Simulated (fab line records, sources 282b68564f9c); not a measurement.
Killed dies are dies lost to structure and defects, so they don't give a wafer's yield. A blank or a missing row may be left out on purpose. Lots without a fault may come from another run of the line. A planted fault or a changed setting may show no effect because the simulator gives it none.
fab line records | flow rit_cmos | part 2 of 2: steps 34 to 45 of 45
record lots=5 wafers=15 last_day=7
route steps=202 shown GATE@89 REOX@98 NLDD@103 PLDD@114 SPACER@125 NSD@131
lots that met no fault: from a run of the same line without faults
start_h: hours from the record's first day to the start of the lot's first wafer shown | wait_h: hours since the lot's step before | " the same as in the row above | L1.1+2: a row that stands for several wafers | - no value, or no start given | * or withheld: withheld | < > ~ a bound
route shown NAME@n: a module of which the file shows steps, and the number in the route of the first | usual: mean/standard deviation of fault-free wafers | same: alike in all rows | chamber/n: place in a boat | sites: the reading at each site | _std_site: their standard deviation | _edge_site: outer sites' mean less inner sites' | radius_mm: how far each site lies from the wafer's centre | mask NAME#n: copy n | behind: the tool/chamber that last shaped the wafer | hold: why the lot was held/for how many hours/how that ended | device: the transistor (n, p or np) that didn't switch | end of line: the same wafers' tests at the end of the route | a step without rows: its recipe alone | killed: dies lost to structure and defects at the first sort, not the wafer's yield | map: a wafer's dies, x killed, . not, _ none there
set.NAME: the setting as run; set.NAME@STEP: as run at that earlier step | model.NAME: the simulator's own value behind a step, which no gauge read
lots at some steps of the route; a table a step, a row a wafer
services: from which hour (start_h, from the record's first day; less than 0 if before it) a tool's chamber was out of use, for how many hours, and why
## steps
# step RIT_PLDD_IMPLANT_08
# recipe species=BF2 energy_kev=20 dose_cm2=9e+14 tilt_deg=7
# usual beam_energy_keV=20.002/0.0071 end_station_pressure_torr=7.3e-06/3.8e-07
# columns lot.wafer tool chamber start_h wait_h beam_energy_keV end_station_pressure_torr
L079.1 implanter-01 0 68.93 0.1 20.001 7.1e-06
L079.2 " 0 " " 20.003 7.7e-06
L079.3 " 0 " " 19.996 6.8e-06
L082.2 implanter-02 0 84.00 0.1 20.014 7.5e-06
L082.3 " 0 " " 20.008 7.2e-06
L082.6 " 0 " " 20.007 7.1e-06
L085.2 implanter-02 0 97.78 0.1 19.995 7.5e-06
L085.3 " 0 " " 20.003 6.8e-06
L085.4 " 0 " " 20.004 6.6e-06
L090.1 implanter-02 0 123.19 0.1 19.991 6.3e-06
L090.3 " 0 " " 19.989 7.3e-06
L090.4 " 0 " " 19.995 7.2e-06
L095.2 implanter-01 0 148.24 0.1 20.010 7.6e-06
L095.3 " 0 " " 20.014 7e-06
L095.5 " 0 " " 20.012 7.7e-06
# step RIT_PLDD_STRIP_09
# recipe chemistry=O2 time_s=180 resist=NOVOLAK platen_temp_c=withheld power_w=500 pressure_mtorr=4000 o2_flow_sccm=4000
# usual drypump_motor_current_A=5.4/0.3
# columns lot.wafer tool chamber start_h wait_h drypump_motor_current_A rf_hours_counter_h
L079.1 plasma_asher-04 0 69.08 0.1 4.9 27
L079.2 " 1 " " 5.5 27
L079.3 " 1 " " 5.5 -
L082.2 plasma_asher-02 1 84.12 0.1 5.7 43
L082.3 " 0 " " 5.3 -
L082.6 " 0 " " 5.3 -
L085.2 plasma_asher-04 0 97.91 0.1 4.9 31
L085.3 " 0 " " 4.9 -
L085.4 " 1 " " 5.5 -
L090.1 plasma_asher-02 0 123.34 0.1 5.3 1
L090.3 " 1 " " 5.7 -
L090.4 " 0 " " 5.3 -
L095.2 plasma_asher-02 1 148.37 0.1 5.7 3
L095.3 " 0 " " 5.2 -
L095.5 " 0 " " 5.3 -
# step RIT_PLDD_TW_MEAS_10
# usual PLDD_TW=2345/32
# columns lot.wafer tool chamber start_h wait_h PLDD_TW
L079.1 film_metro-03 - 69.25 0.1 2323
L079.2 " - " " 2321
L079.3 " - " " 2328
L082.2 film_metro-04 - 84.31 0.1 2320
L082.3 " - " " 2333
L082.6 " - " " 2328
L085.2 film_metro-04 - 98.09 0.1 2323
L085.3 " - " " 2322
L085.4 " - " " 2326
L090.1 film_metro-04 - 123.52 0.1 2315
L090.3 " - " " 2309
L090.4 " - " " 2320
L095.2 film_metro-04 - 148.55 0.1 2330
L095.3 " - " " 2327
L095.5 " - " " 2342
# step RIT_SPACER_CLEAN_00
# recipe chemistry=SC1 mix=3:3:50 time_s=600 temp_c=75
# columns lot.wafer tool chamber start_h wait_h
L079.1+2+3 wet_bench-01 0 69.31 0.1
L082.2+3+6 wet_bench-02 2 84.36 0.0
L085.2+3+4 wet_bench-02 1 98.14 0.0
L090.1+3+4 wet_bench-01 1 123.58 0.1
L095.2+3+5 wet_bench-01 2 148.60 0.0
# step RIT_SPACER_CLEAN_01
# recipe chemistry=dHF dilution=50:1 time_s=30
# columns lot.wafer tool chamber start_h wait_h
L079.1+2+3 wet_bench-04 2 69.49 0.0
L082.2+3+6 wet_bench-01 3 84.55 0.0
L085.2+3+4 wet_bench-04 3 98.35 0.0
L090.1+3+4 wet_bench-02 1 123.75 0.0
L095.2+3+5 wet_bench-02 0 148.78 0.0
# step RIT_SPACER_CLEAN_02
# recipe chemistry=SC2 mix=3:3:50 time_s=600 temp_c=75 dry=n2_spin
# columns lot.wafer tool chamber start_h wait_h
L079.1+2+3 wet_bench-02 1 69.50 0.0
L082.2+3+6 wet_bench-04 2 84.57 0.0
L085.2+3+4 wet_bench-01 2 98.37 0.0
L090.1+3+4 wet_bench-01 0 123.77 0.0
L095.2+3+5 wet_bench-01 1 148.79 0.0
# step RIT_SPACER_CVD_03
# recipe material=Si3N4 target_thk_nm=250 temp_c=810 precursor=SiH2Cl2/NH3 time_s=3300 pressure_mtorr=300 sih2cl2_flow_sccm=58.78 nh3_flow_sccm=150
# usual pressure_mtorr=300.0/0.56 zone_power_load_pct=20.1/1.5
# columns lot.wafer tool chamber start_h wait_h pressure_mtorr zone_power_load_pct
L079.1 lpcvd-01 0 69.90 0.2 300.0 17.9
L079.2 " 0 " " 299.9 17.7
L079.3 " 0 " " 299.2 17.8
L082.2 lpcvd-02 1 84.74 0.0 300.3 20.2
L082.3 " 1 " " 299.4 20.2
L082.6 " 1 " " 300.4 19.9
L085.2 lpcvd-01 0 98.54 0.0 299.9 17.9
L085.3 " 0 " " 300.8 17.9
L085.4 " 0 " " 300.0 18.1
L090.1 lpcvd-02 1 124.24 0.3 300.0 20.2
L090.3 " 1 " " 301.2 20.2
L090.4 " 1 " " 300.1 19.6
L095.2 lpcvd-01 0 148.97 0.0 301.4 17.8
L095.3 " 0 " " 299.9 17.9
L095.5 " 0 " " 300.8 17.9
# step RIT_SPACER_THK_MEAS_04
# recipe reads=Si3N4_of_SPACER_CVD_03
# usual SPACER_NITRIDE_THK=248.7/2.5
# columns lot.wafer tool chamber start_h wait_h SPACER_NITRIDE_THK[nm]
L079.1 film_metro-03 - 71.82 0.0 245.3
L079.2 " - " " 244.8
L079.3 " - " " 245.7
L082.2 film_metro-02 - 86.67 0.0 250.5
L082.3 " - " " 250.8
L082.6 " - " " 251.7
L085.2 film_metro-02 - 100.47 0.0 248.9
L085.3 " - " " 247.9
L085.4 " - " " 248.8
L090.1 film_metro-01 - 127.11 0.0 251.5
L090.3 " - " " 249.0
L090.4 " - " " 251.4
L095.2 film_metro-03 - 150.90 0.0 247.1
L095.3 " - " " 247.5
L095.5 " - " " 247.0
# step RIT_SPACER_ETCHBACK_05
# recipe target_depth_a=2500 SF6_flow_sccm=30 CHF3_flow_sccm=30 target=Si3N4 chemistry=SF6/CHF3 pressure_mtorr=40 rf_w=250 time_s=240 stop_on=SiO2
# usual drypump_motor_current_A=5.8/0.48 oes_product_au=0.837/0.015 rf_fwd_power_W=249.4/0.79 throttle_valve_pct=10.31/0.093
# columns lot.wafer tool chamber start_h wait_h drypump_motor_current_A oes_product_au rf_fwd_power_W rf_hours_counter_h throttle_valve_pct
L079.1 rie_diel-02 3 71.88 0.1 5.7 0.813 249.2 7 10.31
L079.2 " 1 " " 6.5 0.849 249.3 31 10.32
L079.3 " 0 " " 4.9 0.829 248.0 140 10.10
L082.2 rie_diel-01 0 86.72 0.0 5.6 0.846 249.8 121 10.35
L082.3 " 1 " " 5.2 0.845 249.9 25 10.12
L082.6 " 3 " " 5.2 0.834 249.7 - 10.48
L085.2 rie_diel-01 3 100.52 0.0 5.2 0.826 250.5 84 10.46
L085.3 " 1 " " 5.2 0.835 249.7 26 10.13
L085.4 " 0 " " 5.6 0.842 249.3 121 10.34
L090.1 rie_diel-02 3 127.17 0.1 5.7 0.829 249.1 8 10.30
L090.3 " 2 " " 6.3 0.857 249.6 50 10.37
L090.4 " 3 " " 5.7 0.822 250.1 - 10.29
L095.2 rie_diel-03 1 150.95 0.0 6.3 0.841 248.6 85 10.31
L095.3 " 3 " " 5.7 0.812 249.2 126 10.35
L095.5 " 1 " " 6.3 0.828 250.1 - 10.32
# step RIT_NSD_HMDS_00
# recipe prime_time_s=60 prime_temp_c=140
# columns lot.wafer tool chamber start_h wait_h
L079.1+2+3 litho_track-04 0 72.18 0.2
L082.2+3+6 litho_track-04 0 86.89 0.1
L085.2+3+4 litho_track-04 0 100.70 0.1
L090.1+3+4 litho_track-03 0 127.32 0.1
L095.2+3+5 litho_track-01 0 151.12 0.1
# step RIT_NSD_COAT_01
# recipe resist=NOVOLAK spin_rpm=3250 resist_thk_nm=1000
# columns lot.wafer tool chamber start_h wait_h
L079.1+2+3 litho_track-04 0 72.33 0.1
L082.2+3+6 litho_track-04 0 87.04 0.1
L085.2+3+4 litho_track-04 0 100.85 0.1
L090.1+3+4 litho_track-03 0 127.47 0.1
L095.2+3+5 litho_track-01 0 151.27 0.1
# step RIT_NSD_SOFTBAKE_02
# recipe resist=NOVOLAK temp_c=90 time_s=60
# columns lot.wafer tool chamber start_h wait_h
L079.1+2+3 litho_track-04 0 72.48 0.1
L082.2+3+6 litho_track-04 0 87.19 0.1
L085.2+3+4 litho_track-04 0 101.00 0.1
L090.1+3+4 litho_track-03 0 127.62 0.1
L095.2+3+5 litho_track-01 0 151.42 0.1
## services
# columns tool chamber start_h hours kind
plasma_asher-04 - 38.69 1.9 repair
iline_stepper-02 - 39.99 1.7 pm
rie_si-02 3 43.44 9.9 repair
rie_diel-01 - 49.81 14.6 pm
plasma_asher-04 - 55.52 12.9 repair
iline_stepper-01 - 57.26 2.1 pm
plasma_asher-01 - 61.46 1.8 repair
lpcvd-02 - 61.97 1.0 repair
rie_diel-02 3 86.45 1.7 repair
implanter-01 - 87.70 0.8 repair
rie_diel-02 3 96.32 2.8 repair
implanter-01 - 96.47 4.0 repair
plasma_asher-03 - 96.68 6.2 repair
rie_si-01 3 105.46 6.6 repair
plasma_asher-02 - 108.75 9.0 pm
rie_si-02 - 112.90 0.1 repair
rie_diel-01 3 118.27 4.3 repair
implanter-01 - 118.44 5.3 repair
rie_diel-02 0 120.36 8.5 repair
implanter-03 - 123.77 4.4 pm
implanter-03 - 124.83 2.8 repair
plasma_asher-01 - 128.92 8.7 repair
implanter-03 - 145.00 1.8 repair
plasma_asher-03 - 147.66 7.8 repair
